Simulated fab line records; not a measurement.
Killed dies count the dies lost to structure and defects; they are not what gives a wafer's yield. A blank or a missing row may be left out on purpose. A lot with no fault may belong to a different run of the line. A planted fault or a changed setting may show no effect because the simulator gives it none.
fab line records + flow rit-cmos
record
- lots=5
- wafers=15
- last-day=7
route steps=202 shown PSD@142 SDANNEAL@153 NSD@158 PLDD@159 NLDD@160 SILICIDE@161 M1@202
lots that met no fault: from a run of the same line without faults
start-h: hours from the record's opening day to when the first of the lot's shown wafers began + wait-h: how many hours have passed since the lot's step before this one + " unchanged from the row above + L1.1+2: several wafers, shown together as one row + - no value present, or no start provided + * or withheld: withheld + < > ~ a bound
route shown NAME@n: NAME is a module with steps in the file, n the number in the route of the first one + usual: mean and standard deviation over wafers with no fault + same: alike in all rows + chamber/n: place in a boat + sites: each site's reading + _std_site: standard deviation across them + _edge_site: outer sites' mean less inner sites' + radius-mm: for every site, how far away it sits from the centre of the wafer + mask NAME#n: copy n + behind: the last tool/chamber to shape the wafer + hold: what put the lot on hold/how long, in hours/how the hold closed + device: the n, p or np transistor that did not switch + end of line: the tests these same wafers got at the end of their route + step lacking rows: just its recipe + killed: the dies lost at the first sort to structure and to defects; this is not the yield of the wafer + map: a wafer's dies, x killed, . not, _ none there
set.NAME: the setting that was run; set.NAME@STEP: the one run at that earlier step + model.NAME: the simulator's own value behind a step, which no gauge read
lots at some steps of the route; a table a step, a row a wafer
services: from which hour (start-h, from the record's first day; less than 0 if before it) a tool's chamber was out of use, for how many hours, and why
## steps
# step RIT_PSD_HMDS_00
# recipe
- prime-time-s=60
- prime-temp-c=140
# step RIT_PSD_COAT_01
# recipe
- resist=NOVOLAK
- spin-rpm=3250
- resist-thk-nm=1000
# step RIT_PSD_SOFTBAKE_02
# recipe
- resist=NOVOLAK
- temp-c=90
- time-s=60
# step RIT_PSD_EXPOSE_03
# recipe
- mask-id=M10
- na=0.57
- target-cd-nm=40900
- dose-mj=250
# step RIT_PSD_PEB_04
# recipe
- resist=NOVOLAK
- temp-c=withheld
- time-s=withheld
# step RIT_PSD_DEVELOP_05
# recipe
- resist=NOVOLAK
- develop-time-s=50
- dev-temp-c=23
# step RIT_PSD_OVL_MEAS_06
# usual
- PSD_OVL=-0.5/1.4
| lot.wafer | tool       | chamber | start-h | wait-h | PSD_OVL[nm] |
|-----------|------------|---------|---------|--------|-------------|
| L335.2    | overlay-01 | -       | 80.83   | -      | -1.0        |
| L335.4    | "          | -       | "       | "      | 0.7         |
| L335.5    | "          | -       | "       | "      | -0.3        |
| L345.1    | overlay-01 | -       | 130.89  | -      | 1.3         |
| L345.3    | "          | -       | "       | "      | -0.9        |
| L345.4    | "          | -       | "       | "      | -0.8        |
| L348.1    | overlay-02 | -       | 147.46  | -      | -1.5        |
| L348.2    | "          | -       | "       | "      | -2.9        |
| L348.6    | "          | -       | "       | "      | -2.0        |
| L349.4    | overlay-02 | -       | 149.79  | -      | -2.3        |
| L349.5    | "          | -       | "       | "      | -0.6        |
| L349.6    | "          | -       | "       | "      | -1.6        |
| L351.1    | overlay-02 | -       | 159.19  | -      | -1.0        |
| L351.2    | "          | -       | "       | "      | -1.2        |
| L351.6    | "          | -       | "       | "      | -2.0        |
# step RIT_PSD_HARDBAKE_07
# recipe
- resist=NOVOLAK
- temp-c=139.4
- time-s=60
# step RIT_PSD_IMPLANT_08
# recipe
- species=BF2
- energy-kev=27
- dose-cm2=5e+15
- tilt-deg=7
# step RIT_PSD_STRIP_09
# recipe
- chemistry=O2
- time-s=180
- resist=NOVOLAK
- platen-temp-c=withheld
- power-w=500
- pressure-mtorr=4000
- o2-flow-sccm=4000
# usual
- drypump-motor-current-A=5.7/0.47
| lot.wafer | tool            | chamber | start-h | wait-h | drypump-motor-current-A | rf-hours-counter-h |
|-----------|-----------------|---------|---------|--------|-------------------------|--------------------|
| L335.2    | plasma-asher-01 | 0       | 81.16   | 0.1    | 5.0                     | 48                 |
| L335.4    | "               | 0       | "       | "      | 5.0                     | -                  |
| L335.5    | "               | 1       | "       | "      | 5.5                     | -                  |
| L345.1    | plasma-asher-01 | 0       | 131.23  | 0.1    | 5.0                     | 2                  |
| L345.3    | "               | 0       | "       | "      | 5.0                     | -                  |
| L345.4    | "               | 1       | "       | "      | 5.5                     | -                  |
| L348.1    | plasma-asher-04 | 1       | 147.80  | 0.1    | 5.9                     | 36                 |
| L348.2    | "               | 0       | "       | "      | 5.2                     | 36                 |
| L348.6    | "               | 1       | "       | "      | 5.8                     | -                  |
| L349.4    | plasma-asher-03 | 1       | 150.17  | 0.1    | 5.7                     | -                  |
| L349.5    | "               | 1       | "       | "      | 5.7                     | -                  |
| L349.6    | "               | 0       | "       | "      | 6.4                     | -                  |
| L351.1    | plasma-asher-04 | 1       | 159.53  | 0.1    | 5.9                     | 37                 |
| L351.2    | "               | 0       | "       | "      | 5.2                     | 37                 |
| L351.6    | "               | 1       | "       | "      | 5.9                     | -                  |
# step RIT_PSD_TW_MEAS_10
# usual
- PSD_TW=3430/20
| lot.wafer | tool          | chamber | start-h | wait-h | PSD_TW |
|-----------|---------------|---------|---------|--------|--------|
| L335.2    | film-metro-02 | -       | 81.35   | 0.1    | 3450   |
| L335.4    | "             | -       | "       | "      | 3455   |
| L335.5    | "             | -       | "       | "      | 3451   |
| L345.1    | film-metro-01 | -       | 131.41  | 0.1    | 3408   |
| L345.3    | "             | -       | "       | "      | 3432   |
| L345.4    | "             | -       | "       | "      | 3424   |
| L348.1    | film-metro-01 | -       | 147.98  | 0.1    | 3402   |
| L348.2    | "             | -       | "       | "      | 3407   |
| L348.6    | "             | -       | "       | "      | 3408   |
| L349.4    | film-metro-01 | -       | 150.32  | 0.1    | 3410   |
| L349.5    | "             | -       | "       | "      | 3423   |
| L349.6    | "             | -       | "       | "      | 3411   |
| L351.1    | film-metro-03 | -       | 159.70  | 0.1    | 3439   |
| L351.2    | "             | -       | "       | "      | 3453   |
| L351.6    | "             | -       | "       | "      | 3454   |
# step RIT_SDANNEAL_CLEAN_00
# recipe
- chemistry=SC1
- mix=3:3:50
- time-s=600
- temp-c=75
# step RIT_SDANNEAL_CLEAN_01
# recipe
- chemistry=dHF
- dilution=50:1
- time-s=30
# usual
- run-length-s=58.1/2.7
| lot.wafer | tool         | chamber | start-h | wait-h | run-length-s | model.SiO2_of_FOX2_OXIDATION_00.thk-nm |
|-----------|--------------|---------|---------|--------|--------------|----------------------------------------|
| L335.2    | wet-bench-03 | 2       | 81.59   | 0.0    | 56.1         | 161                                    |
| L335.4    | "            | 2       | "       | "      | 56.1         | 160.9                                  |
| L335.5    | "            | 2       | "       | "      | 56.1         | 163.3                                  |
| L345.1    | wet-bench-02 | 3       | 131.64  | 0.0    | 55.7         | 161.7                                  |
| L345.3    | "            | 3       | "       | "      | 55.7         | 156                                    |
| L345.4    | "            | 3       | "       | "      | 55.7         | 163.7                                  |
| L348.1    | wet-bench-03 | 2       | 148.21  | 0.0    | 182.4        | 127.9                                  |
| L348.2    | "            | 2       | "       | "      | 182.4        | 127.4                                  |
| L348.6    | "            | 2       | "       | "      | 182.4        | 122.2                                  |
| L349.4    | wet-bench-02 | 0       | 150.52  | 0.0    | 56.9         | 166.3                                  |
| L349.5    | "            | 0       | "       | "      | 56.9         | 161.2                                  |
| L349.6    | "            | 0       | "       | "      | 56.9         | 166.3                                  |
| L351.1    | wet-bench-03 | 0       | 159.94  | 0.0    | 56.5         | 167.8                                  |
| L351.2    | "            | 0       | "       | "      | 56.5         | 163.7                                  |
| L351.6    | "            | 0       | "       | "      | 56.5         | 165.9                                  |
# step RIT_SDANNEAL_CLEAN_02
# recipe
- chemistry=SC2
- mix=3:3:50
- time-s=600
- temp-c=75
- dry=n2-spin
# step RIT_SDANNEAL_RTA_03
# recipe
- temp-c=1050
- time-s=5
- idle-temp-c=600
- ramp-up-c-per-s=342
- ramp-down-c-per-s=171
- cool-to-c=600
- ambient=N2
# usual
- wafer_temp_C_max=1053.5/1.2
| lot.wafer | tool          | chamber | start-h | wait-h | wafer_temp_C_max |
|-----------|---------------|---------|---------|--------|------------------|
| L335.2    | rtp-anneal-01 | 0       | 81.79   | 0.0    | 1052.3           |
| L335.4    | "             | 0       | "       | "      | 1053.4           |
| L335.5    | "             | 0       | "       | "      | 1053.0           |
| L345.1    | rtp-anneal-01 | 0       | 131.83  | 0.0    | 1053.7           |
| L345.3    | "             | 0       | "       | "      | 1052.3           |
| L345.4    | "             | 0       | "       | "      | 1053.8           |
| L348.1    | rtp-anneal-02 | 0       | 148.40  | 0.0    | 1052.2           |
| L348.2    | "             | 0       | "       | "      | 1055.4           |
| L348.6    | "             | 0       | "       | "      | 1054.1           |
| L349.4    | rtp-anneal-01 | 0       | 150.76  | 0.0    | 1053.4           |
| L349.5    | "             | 0       | "       | "      | 1055.0           |
| L349.6    | "             | 0       | "       | "      | 1051.8           |
| L351.1    | rtp-anneal-01 | 0       | 160.13  | 0.0    | 1052.9           |
| L351.2    | "             | 0       | "       | "      | 1051.3           |
| L351.6    | "             | 0       | "       | "      | 1053.2           |
# step RIT_SDANNEAL_RS_MEAS_04
# recipe
- thk-meas-gauge=four-point-probe
# usual
- PSD_RS=115.92/0.26
| lot.wafer | tool          | chamber | start-h | wait-h | PSD_RS[ohm/sq] |
|-----------|---------------|---------|---------|--------|----------------|
| L335.2    | film-metro-01 | -       | 81.86   | 0.1    | 115.63         |
| L335.4    | "             | -       | "       | "      | 115.97         |
| L335.5    | "             | -       | "       | "      | 115.85         |
| L345.1    | film-metro-03 | -       | 131.89  | 0.0    | 115.92         |
| L345.3    | "             | -       | "       | "      | 115.68         |
| L345.4    | "             | -       | "       | "      | 115.67         |
| L348.1    | film-metro-03 | -       | 148.46  | 0.0    | 115.60         |
| L348.2    | "             | -       | "       | "      | 116.08         |
| L348.6    | "             | -       | "       | "      | 115.39         |
| L349.4    | film-metro-02 | -       | 150.85  | 0.1    | 115.49         |
| L349.5    | "             | -       | "       | "      | 115.76         |
| L349.6    | "             | -       | "       | "      | 116.21         |
| L351.1    | film-metro-03 | -       | 160.19  | 0.0    | 116.13         |
| L351.2    | "             | -       | "       | "      | 116.36         |
| L351.6    | "             | -       | "       | "      | 115.75         |
# step RIT_SDANNEAL_RS_MEAS_05
# recipe
- thk-meas-gauge=four-point-probe
# usual
- NSD_RS=84.5/0.33
| lot.wafer | tool          | chamber | start-h | wait-h | NSD_RS[ohm/sq] |
|-----------|---------------|---------|---------|--------|----------------|
| L335.2    | film-metro-01 | -       | 81.98   | 0.1    | 84.6           |
| L335.4    | "             | -       | "       | "      | 84.7           |
| L335.5    | "             | -       | "       | "      | 84.5           |
| L345.1    | film-metro-03 | -       | 132.01  | 0.1    | 84.2           |
| L345.3    | "             | -       | "       | "      | 84.2           |
| L345.4    | "             | -       | "       | "      | 84.1           |
| L348.1    | film-metro-03 | -       | 148.58  | 0.1    | 84.2           |
| L348.2    | "             | -       | "       | "      | 84.3           |
| L348.6    | "             | -       | "       | "      | 84.6           |
| L349.4    | film-metro-02 | -       | 150.97  | 0.1    | 85.2           |
| L349.5    | "             | -       | "       | "      | 84.8           |
| L349.6    | "             | -       | "       | "      | 84.9           |
| L351.1    | film-metro-03 | -       | 160.31  | 0.1    | 84.9           |
| L351.2    | "             | -       | "       | "      | 85.0           |
| L351.6    | "             | -       | "       | "      | 85.0           |
# step RIT_SDANNEAL_RS_MEAS_06
# recipe
- thk-meas-gauge=four-point-probe
# usual
- PLDD_RS=178.7/0.43
| lot.wafer | tool          | chamber | start-h | wait-h | PLDD_RS[ohm/sq] |
|-----------|---------------|---------|---------|--------|-----------------|
| L335.2    | film-metro-01 | -       | 82.10   | 0.1    | 178.7           |
| L335.4    | "             | -       | "       | "      | 178.8           |
| L335.5    | "             | -       | "       | "      | 178.4           |
| L345.1    | film-metro-03 | -       | 132.13  | 0.1    | 178.7           |
| L345.3    | "             | -       | "       | "      | 178.5           |
| L345.4    | "             | -       | "       | "      | 178.6           |
| L348.1    | film-metro-03 | -       | 148.70  | 0.1    | 178.2           |
| L348.2    | "             | -       | "       | "      | 178.5           |
| L348.6    | "             | -       | "       | "      | 178.6           |
| L349.4    | film-metro-02 | -       | 151.09  | 0.1    | 178.9           |
| L349.5    | "             | -       | "       | "      | 178.8           |
| L349.6    | "             | -       | "       | "      | 178.4           |
| L351.1    | film-metro-03 | -       | 160.43  | 0.1    | 179.4           |
| L351.2    | "             | -       | "       | "      | 179.4           |
| L351.6    | "             | -       | "       | "      | 178.6           |
# step RIT_SDANNEAL_RS_MEAS_07
# recipe
- thk-meas-gauge=four-point-probe
# usual
- NLDD_RS=151.6/0.67
| lot.wafer | tool          | chamber | start-h | wait-h | NLDD_RS[ohm/sq] |
|-----------|---------------|---------|---------|--------|-----------------|
| L335.2    | film-metro-01 | -       | 82.22   | 0.1    | 151.0           |
| L335.4    | "             | -       | "       | "      | 151.2           |
| L335.5    | "             | -       | "       | "      | 151.2           |
| L345.1    | film-metro-03 | -       | 132.25  | 0.1    | 150.3           |
| L345.3    | "             | -       | "       | "      | 150.6           |
| L345.4    | "             | -       | "       | "      | 150.7           |
| L348.1    | film-metro-03 | -       | 148.82  | 0.1    | 151.0           |
| L348.2    | "             | -       | "       | "      | 151.0           |
| L348.6    | "             | -       | "       | "      | 150.7           |
| L349.4    | film-metro-02 | -       | 151.21  | 0.1    | 151.4           |
| L349.5    | "             | -       | "       | "      | 150.9           |
| L349.6    | "             | -       | "       | "      | 151.3           |
| L351.1    | film-metro-03 | -       | 160.55  | 0.1    | 151.3           |
| L351.2    | "             | -       | "       | "      | 151.3           |
| L351.6    | "             | -       | "       | "      | 151.9           |
# step RIT_SILICIDE_WET_ETCH_00
# recipe
- chemistry=BOE
- target=SiO2
- target-depth-nm=14
- time-s=15
- dry=n2-spin
- dilution=10:1
- temp-c=21.5
| lot.wafer | tool         | chamber | start-h | wait-h | model.SiO2_of_FOX2_OXIDATION_00.thk-nm |
|-----------|--------------|---------|---------|--------|----------------------------------------|
| L335.2    | wet-bench-02 | 2       | 82.32   | 0.1    | 145.3                                  |
| L335.4    | "            | 2       | "       | "      | 145.2                                  |
| L335.5    | "            | 2       | "       | "      | 147.5                                  |
| L345.1    | wet-bench-03 | 1       | 132.37  | 0.1    | 146.3                                  |
| L345.3    | "            | 1       | "       | "      | 140.6                                  |
| L345.4    | "            | 1       | "       | "      | 148.3                                  |
| L348.1    | wet-bench-01 | 1       | 148.94  | 0.1    | 112.4                                  |
| L348.2    | "            | 1       | "       | "      | 111.8                                  |
| L348.6    | "            | 1       | "       | "      | 106.6                                  |
| L349.4    | wet-bench-03 | 2       | 151.27  | 0.0    | 150.9                                  |
| L349.5    | "            | 2       | "       | "      | 145.7                                  |
| L349.6    | "            | 2       | "       | "      | 150.8                                  |
| L351.1    | wet-bench-02 | 1       | 160.67  | 0.1    | 152.4                                  |
| L351.2    | "            | 1       | "       | "      | 148.3                                  |
| L351.6    | "            | 1       | "       | "      | 150.5                                  |
# step RIT_SILICIDE_SPUTTER_01
# recipe
- material=Ti
- target-thk-nm=30
- power-w=350
- chamber-pressure-pa=0.667
- gas=Ar
- time-s=240
- substrate-temp-c=25
# usual
- throttle-valve-pct=30.7/0.94
| lot.wafer | tool           | chamber | start-h | wait-h | throttle-valve-pct |
|-----------|----------------|---------|---------|--------|--------------------|
| L335.2    | pvd-sputter-01 | -       | 82.33   | 0.0    | 32.3               |
| L335.4    | "              | -       | "       | "      | 30.2               |
| L335.5    | "              | -       | "       | "      | 32.5               |
| L345.1    | pvd-sputter-01 | -       | 132.38  | 0.0    | 31.0               |
| L345.3    | "              | -       | "       | "      | 30.4               |
| L345.4    | "              | -       | "       | "      | 29.6               |
| L348.1    | pvd-sputter-04 | -       | 148.95  | 0.0    | 31.7               |
| L348.2    | "              | -       | "       | "      | 30.6               |
| L348.6    | "              | -       | "       | "      | 29.6               |
| L349.4    | pvd-sputter-01 | -       | 151.28  | 0.0    | 31.2               |
| L349.5    | "              | -       | "       | "      | 30.0               |
| L349.6    | "              | -       | "       | "      | 29.6               |
| L351.1    | pvd-sputter-01 | -       | 160.68  | 0.0    | 32.2               |
| L351.2    | "              | -       | "       | "      | 30.8               |
| L351.6    | "              | -       | "       | "      | 32.4               |
# step RIT_M1_PROBE_99
# usual
- killed-at-contacts=0.1/0.23
- killed-at-front-end=7.3/2.9
- killed-dies=7.3/3
- killed-open=3.6/1.8
- killed-short=3.7/2.1
# same
- gross-dies=264
- killed_at_M0_to_M3=0
- killed_at_M4_up=0
- killed-at-back-side=0
- killed-at-other=0
| lot.wafer | tool      | chamber | start-h | wait-h | killed-at-contacts | killed-at-front-end | killed-dies | killed-open | killed-short | model.etest.pplus-sal.width-nm | model.etest.nplus-sal.width-nm | model.etest.field-p-metal.vt-v | model.etest.nplus-sal.line-ohm-um | model.etest.pplus-sal.line-ohm-um |
|-----------|-----------|---------|---------|--------|--------------------|---------------------|-------------|-------------|--------------|--------------------------------|--------------------------------|--------------------------------|-----------------------------------|-----------------------------------|
| L335.2    | prober-02 | -       | 89.58   | 0.1    | 0                  | 6                   | 6           | 1           | 5            | 3447                           | 3454                           | -28.89                         | 1.23                              | 1.235                             |
| L335.4    | prober-02 | -       | 89.68   | 0.2    | 0                  | 6                   | 6           | 2           | 4            | 3459                           | 3451                           | -29.59                         | 1.265                             | 1.262                             |
| L335.5    | prober-02 | -       | 89.73   | 0.2    | 1                  | 14                  | 15          | 4           | 11           | 3414                           | 3446                           | -29.87                         | 1.244                             | 1.257                             |
| L345.1    | prober-02 | -       | 139.38  | 0.1    | 0                  | 5                   | 5           | 4           | 1            | 3469                           | 3461                           | -30.16                         | 1.265                             | 1.268                             |
| L345.3    | prober-02 | -       | 139.48  | 0.2    | 0                  | 10                  | 10          | 8           | 2            | 3486                           | 3472                           | -30.62                         | 1.254                             | 1.261                             |
| L345.4    | prober-02 | -       | 139.53  | 0.2    | 0                  | 4                   | 4           | 3           | 1            | 3447                           | 3434                           | -30.7                          | 1.247                             | 1.266                             |
| L348.1    | prober-01 | -       | 155.70  | 0.1    | 0                  | 7                   | 7           | 3           | 4            | 3527                           | 3513                           | -26.75                         | 1.221                             | 1.207                             |
| L348.2    | prober-01 | -       | 155.75  | 0.1    | 0                  | 9                   | 9           | 3           | 6            | 3542                           | 3526                           | -26.53                         | 1.208                             | 1.221                             |
| L348.6    | prober-01 | -       | 155.95  | 0.2    | 0                  | 12                  | 12          | 8           | 4            | 3541                           | 3521                           | -27.02                         | 1.199                             | 1.171                             |
| L349.4    | prober-02 | -       | 158.33  | 0.2    | 0                  | 11                  | 11          | 6           | 4            | 3446                           | 3440                           | -29.75                         | 1.262                             | 1.255                             |
| L349.5    | prober-02 | -       | 158.38  | 0.2    | 0                  | 9                   | 9           | 4           | 5            | 3441                           | 3436                           | -30.22                         | 1.276                             | 1.266                             |
| L349.6    | prober-02 | -       | 158.43  | 0.2    | 0                  | 10                  | 10          | 5           | 5            | 3455                           | 3452                           | -29.76                         | 1.237                             | 1.26                              |
| L351.1    | prober-02 | -       | 168.63  | 0.1    | 0                  | 7                   | 7           | 4           | 3            | 3457                           | 3461                           | -29.44                         | 1.241                             | 1.207                             |
| L351.2    | prober-02 | -       | 168.68  | 0.1    | 1                  | 5                   | 6           | 1           | 4            | 3456                           | 3440                           | -29.22                         | 1.245                             | 1.258                             |
| L351.6    | prober-02 | -       | 168.88  | 0.2    | 0                  | 8                   | 8           | 4           | 4            | 3453                           | 3456                           | -29.39                         | 1.228                             | 1.244                             |
# killed by level:class
L335.2 REOX:geometric-particle:short=3 GATE:geometric-particle:open=1 SPACER:geometric-particle:short=1 SILICIDE:geometric-particle:short=1
L335.4 FOX1:geometric-particle:short=1 FOX1:geometric-particle:open=1 GATE:geometric-particle:short=1 REOX:geometric-particle:short=1 SPACER:geometric-particle:open=1 SPACER:geometric-particle:short=1
L335.5 GATE:geometric-particle:short=5 SPACER:geometric-particle:short=4 FOX1:geometric-particle:open=2 SPACER:geometric-particle:open=2 REOX:geometric-particle:short=1 CONTACT:geometric-particle:short=1
L345.1 GATE:geometric-particle:open=2 FOX1:geometric-particle:open=1 FOX2:geometric-particle:open=1 REOX:geometric-particle:short=1
L345.3 FOX2:geometric-particle:open=4 FOX1:geometric-particle:open=3 FOX1:geometric-particle:short=1 GATE:geometric-particle:short=1 GATE:geometric-particle:open=1
L345.4 FOX1:geometric-particle:open=2 SPACER:geometric-particle:short=1 SILICIDE:geometric-particle:open=1
L348.1 GATE:geometric-particle:open=2 REOX:geometric-particle:short=2 GATE:geometric-particle:short=1 REOX:geometric-particle:open=1 SPACER:geometric-particle:short=1
L348.2 GATE:geometric-particle:short=3 FOX1:geometric-particle:open=1 FOX2:geometric-particle:short=1 GATE:geometric-particle:open=1 REOX:geometric-particle:short=1 SPACER:geometric-particle:short=1 SPACER:geometric-particle:open=1
L348.6 FOX2:geometric-particle:open=4 FOX1:geometric-particle:short=1 FOX1:geometric-particle:open=1 FOX2:geometric-particle:short=1 GATE:geometric-particle:open=1 REOX:geometric-particle:short=1 SPACER:geometric-particle:short=1 SPACER:geometric-particle:open=1
L349.4 REOX:geometric-particle:open=4 FOX1:geometric-particle:open=2 GATE:geometric-particle:short=2 REOX:geometric-particle:short=1 SPACER:geometric-particle:short=1 PLDD:coat-microbubble-printed=1
L349.5 SILICIDE:geometric-particle:short=2 FOX1:geometric-particle:short=1 FOX1:geometric-particle:open=1 GATE:geometric-particle:short=1 GATE:geometric-particle:open=1 REOX:geometric-particle:open=1 SPACER:geometric-particle:short=1 SILICIDE:geometric-particle:open=1
L349.6 SILICIDE:geometric-particle:open=3 REOX:geometric-particle:short=2 ACTIVE:geometric-particle:short=1 GATE:geometric-particle:short=1 REOX:geometric-particle:open=1 SPACER:geometric-particle:open=1 SILICIDE:geometric-particle:short=1
L351.1 SILICIDE:geometric-particle:short=2 FOX1:geometric-particle:open=1 FOX2:geometric-particle:open=1 GATE:geometric-particle:open=1 GATE:geometric-particle:short=1 SPACER:geometric-particle:open=1
L351.2 GATE:geometric-particle:short=2 FOX1:geometric-particle:open=1 FOX1:geometric-particle:short=1 SPACER:geometric-particle:short=1 CONTACT:coat-microbubble-printed=1
L351.6 GATE:geometric-particle:open=4 GATE:geometric-particle:short=3 FOX1:geometric-particle:short=1
## services
| tool            | chamber | start-h | hours | kind       |
|-----------------|---------|---------|-------|------------|
| wet-bench-03    | -       | 68.62   | 2.3   | repair     |
| plasma-asher-01 | -       | 108.75  | 9.0   | pm         |
| plasma-asher-01 | 0       | 108.75  | 9.0   | vent-cycle |
| plasma-asher-01 | 1       | 108.75  | 9.0   | vent-cycle |
| plasma-asher-01 | 0       | 117.75  | -     | clean      |
| plasma-asher-01 | 1       | 117.75  | -     | clean      |
| plasma-asher-03 | -       | 127.60  | 15.7  | repair     |
## key
first-sign
- step=RIT_SDANNEAL_CLEAN_01
- reading=run-length-s
- direction=up
- sigmas=45
- usual=*
- struck=*
effect none on later readings
model-effect
- step=RIT_SDANNEAL_CLEAN_01
- value=SiO2_of_FOX2_OXIDATION_00.thk-nm
- without=170
- struck=125.8
model-effect
- step=RIT_SILICIDE_WET_ETCH_00
- value=SiO2_of_FOX2_OXIDATION_00.thk-nm
- without=154.4
- struck=110.3
model-effect
- step=RIT_M1_PROBE_99
- value=etest.pplus-sal.width-nm
- without=3444
- struck=3537
met-at RIT_SDANNEAL_CLEAN_01
struck-wafers L348.1,L348.2,L348.6
tester-left-out L348
onset-between 81.59 148.21
fault
- kind=process-parameter-drift
- tool=wet-bench-03
- chamber=2
- onset-h=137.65
- steps=RIT_SDANNEAL_CLEAN_01
- channel=time-s
- offset=*
- shape=step
- end-h=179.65
- acts-in=*
- stated=*
# tester-left-out: of these lots the tester's yield and bins aren't shown, on N5 and GAA mostly nor the transistor test; their killed dies are dies lost to structure and defects alone, not to doping, threshold or leakage, so they don't give the yield
